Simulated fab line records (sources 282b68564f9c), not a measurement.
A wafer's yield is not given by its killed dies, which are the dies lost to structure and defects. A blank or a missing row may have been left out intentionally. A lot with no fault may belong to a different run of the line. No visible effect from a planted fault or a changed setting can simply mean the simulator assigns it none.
Split-lot trial + flow rit_cmos + on a route of 202 steps: 5 lots, 23 wafers read

## SPLIT DETAILS
At RIT_PRETRO_IMPLANT_08, the setting dose_cm2 was moved away from the recipe's 1.2e+13 on 5 of the 23 wafers read, by +4.8% to +6.2%. All remaining wafers had this setting at the recipe value.

## FROM THE SPLIT TO THE READING: what the file shows between them, 1 step
- RIT_PRETRO_STRIP_09: strips in O2, time 180 s

## THE READING
PRETRO_TW, at RIT_PRETRO_TW_MEAS_10. Typical for fault-free wafers on this fab line: 474, with standard deviation 3.5.

| wafer  | tool, chamber at the split | dose_cm2 as run | against the recipe | PRETRO_TW | against lot-mates on the recipe |
|--------|----------------------------|-----------------|--------------------|-----------|---------------------------------|
| L074.1 | implanter-02, 0            | 1.274e+13       | +6.2%              | 483       | +10                             |
| L074.2 | implanter-02, 0            | 1.2e+13         | recipe             | 472       | -                               |
| L074.4 | implanter-02, 0            | 1.2e+13         | recipe             | 474       | -                               |
| L074.5 | implanter-02, 0            | 1.274e+13       | +6.2%              | 480       | +7                              |
| L074.6 | implanter-02, 0            | 1.2e+13         | recipe             | 472       | -                               |
| L076.1 | implanter-04, 0            | 1.257e+13       | +4.8%              | 482       | +10                             |
| L076.2 | implanter-04, 0            | 1.257e+13       | +4.8%              | 480       | +8                              |
| L076.3 | implanter-04, 0            | 1.2e+13         | recipe             | 473       | -                               |
| L076.5 | implanter-04, 0            | 1.2e+13         | recipe             | 471       | -                               |
| L076.6 | implanter-04, 0            | 1.257e+13       | +4.8%              | 479       | +7                              |
| L077.3 | implanter-03, 0            | 1.2e+13         | recipe             | 478       | -                               |
| L077.4 | implanter-03, 0            | 1.2e+13         | recipe             | 474       | -                               |
| L077.5 | implanter-03, 0            | 1.2e+13         | recipe             | 474       | -                               |
| L079.1 | implanter-02, 0            | 1.2e+13         | recipe             | 470       | -                               |
| L079.2 | implanter-02, 0            | 1.2e+13         | recipe             | 468       | -                               |
| L079.3 | implanter-02, 0            | 1.2e+13         | recipe             | 472       | -                               |
| L079.5 | implanter-02, 0            | 1.2e+13         | recipe             | 469       | -                               |
| L079.6 | implanter-02, 0            | 1.2e+13         | recipe             | 471       | -                               |
| L084.1 | implanter-04, 0            | 1.2e+13         | recipe             | 472       | -                               |
| L084.2 | implanter-04, 0            | 1.2e+13         | recipe             | 471       | -                               |
| L084.4 | implanter-04, 0            | 1.2e+13         | recipe             | 474       | -                               |
| L084.5 | implanter-04, 0            | 1.2e+13         | recipe             | 473       | -                               |
| L084.6 | implanter-04, 0            | 1.2e+13         | recipe             | 474       | -                               |

THE FIT
A straight line over all 23 wafers: PRETRO_TW changes by +1.58 for each +1% of dose_cm2; r = +0.86; the points scatter about the line by 2.2.
The same after taking each lot's own level away (the mean of its wafers on the recipe; 23 wafers): +1.58 for each +1%; r = +0.93; scatter 1.5.
That fit puts the effect of the largest move of dose_cm2 on the reading at 9.7.
The span of the lots' own levels, 470.0 to 475.3, comes to 1.5 times the standard deviation stated above.
So the lot-to-lot level changes the slope little: the two slopes agree.
Check: +9.56 against its lot-mates is what the line predicts for one of the wafers moved furthest among these (+6.2%) when that wafer is left out of the fit. Against them it came out at +10.3.

## ADDITIONAL SPLITS CARRIED BY THESE WAFERS
Before the reading, these wafers also passed through other splits. Each is held against what the fit with the lots' levels taken away leaves over:
| other split on the same wafers       | wafers away from the commonest value | r with PRETRO_TW (lot level and that fit taken away) |
|--------------------------------------|--------------------------------------|------------------------------------------------------|
| RIT_ACTIVE_OXIDATION_01 temp_c       | 15                                   | +0.05                                                |
| RIT_ACTIVE_CVD_03 nh3_flow_sccm      | 18                                   | +0.06                                                |
| RIT_ACTIVE_DEVELOP_10 develop_time_s | 8                                    | +0.19                                                |
| RIT_NWELL_IMPLANT_08 energy_kev      | 6                                    | -0.17                                                |
| RIT_PWELL_COAT_01 resist_thk_nm      | 8                                    | -0.16                                                |
| RIT_PWELL_SOFTBAKE_02 temp_c         | 9                                    | +0.13                                                |
| RIT_PRETRO_COAT_01 resist_thk_nm     | 7                                    | +0.21                                                |

## THE FILE'S OWN FIT
PRETRO_TW changes by +1.53 for each +1% of dose_cm2, r = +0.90.
